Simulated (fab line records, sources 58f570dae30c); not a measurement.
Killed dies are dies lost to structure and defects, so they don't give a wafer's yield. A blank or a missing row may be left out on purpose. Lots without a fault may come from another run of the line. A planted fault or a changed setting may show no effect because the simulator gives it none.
Which tool did it? | flow berkeley_cmos170 | 7 lots, 21 wafers sampled, at 3 steps of a route of 331

WHAT THE GAUGES READ, wafer by wafer
UCB170_M3_CD_MEAS_90: target cd 700 nm.
lot  | measured     | on        | cd_nm (nm)
L720 | day 10 05:47 | cd_sem-01 | 699.7 694.2 701.4
L719 | day 10 08:42 | cd_sem-02 | 700.7 698.3 696.6
L726 | day 11 00:42 | cd_sem-02 | 701.3 705.0 702.5
L725 | day 11 01:54 | cd_sem-01 | 699.4 697.8 697.6
L732 | day 12 00:45 | cd_sem-02 | 699.2 705.3 703.3
L737 | day 13 01:03 | cd_sem-01 | 706.0 698.9 704.8
L739 | day 13 09:25 | cd_sem-01 | 696.6 694.4 699.6

WHICH TOOL RAN EACH LOT (tool, then ch and the chambers of the sampled wafers, then the start)
lot  | UCB170_V2_CMP_02              | UCB170_M3_PRE_CLEAN_00
L720 | cmp-01 ch 0,2, day 9 22:27    | pvd_sputter-01, day 10 01:27
L719 | cmp-02 ch 0,2, day 10 01:13   | pvd_sputter-01, day 10 05:49
L726 | cmp-02 ch 0,1,3, day 10 18:29 | pvd_sputter-01, day 10 20:26
L725 | cmp-02 ch 1,2,3, day 10 19:28 | pvd_sputter-03, day 10 21:44
L732 | cmp-01 ch 0,1, day 11 19:43   | pvd_sputter-04, day 11 22:15
L737 | cmp-02 ch 0,1,3, day 12 20:30 | pvd_sputter-04, day 12 22:34
L739 | cmp-02 ch 0,2, day 13 03:46   | pvd_sputter-04, day 13 06:18
- UCB170_V2_CMP_02: polishes SiO2.
- UCB170_M3_PRE_CLEAN_00: preclean etch time 60 s.

THE ANSWER, worked out from the rows above alone
Rule: what is usual is taken from the lots themselves. Put in order of their means at a reading, lots are off if they are a third of the lots or fewer, leave a main group of 4 or more, and stand apart from it by a gap of 3 or more times the standard deviation of the main group's means; of several such gaps the widest counts. A main group whose means are all the same, to the digits that the tables above print for the reading, isn't used. A lot without any number at a reading at which 4 lots or more have one is off too. The other lots that the step has rows for count as sound.
No lot is off at any reading shown: from this, nothing can be told.

WHAT THE SIMULATOR HAD PUT IN
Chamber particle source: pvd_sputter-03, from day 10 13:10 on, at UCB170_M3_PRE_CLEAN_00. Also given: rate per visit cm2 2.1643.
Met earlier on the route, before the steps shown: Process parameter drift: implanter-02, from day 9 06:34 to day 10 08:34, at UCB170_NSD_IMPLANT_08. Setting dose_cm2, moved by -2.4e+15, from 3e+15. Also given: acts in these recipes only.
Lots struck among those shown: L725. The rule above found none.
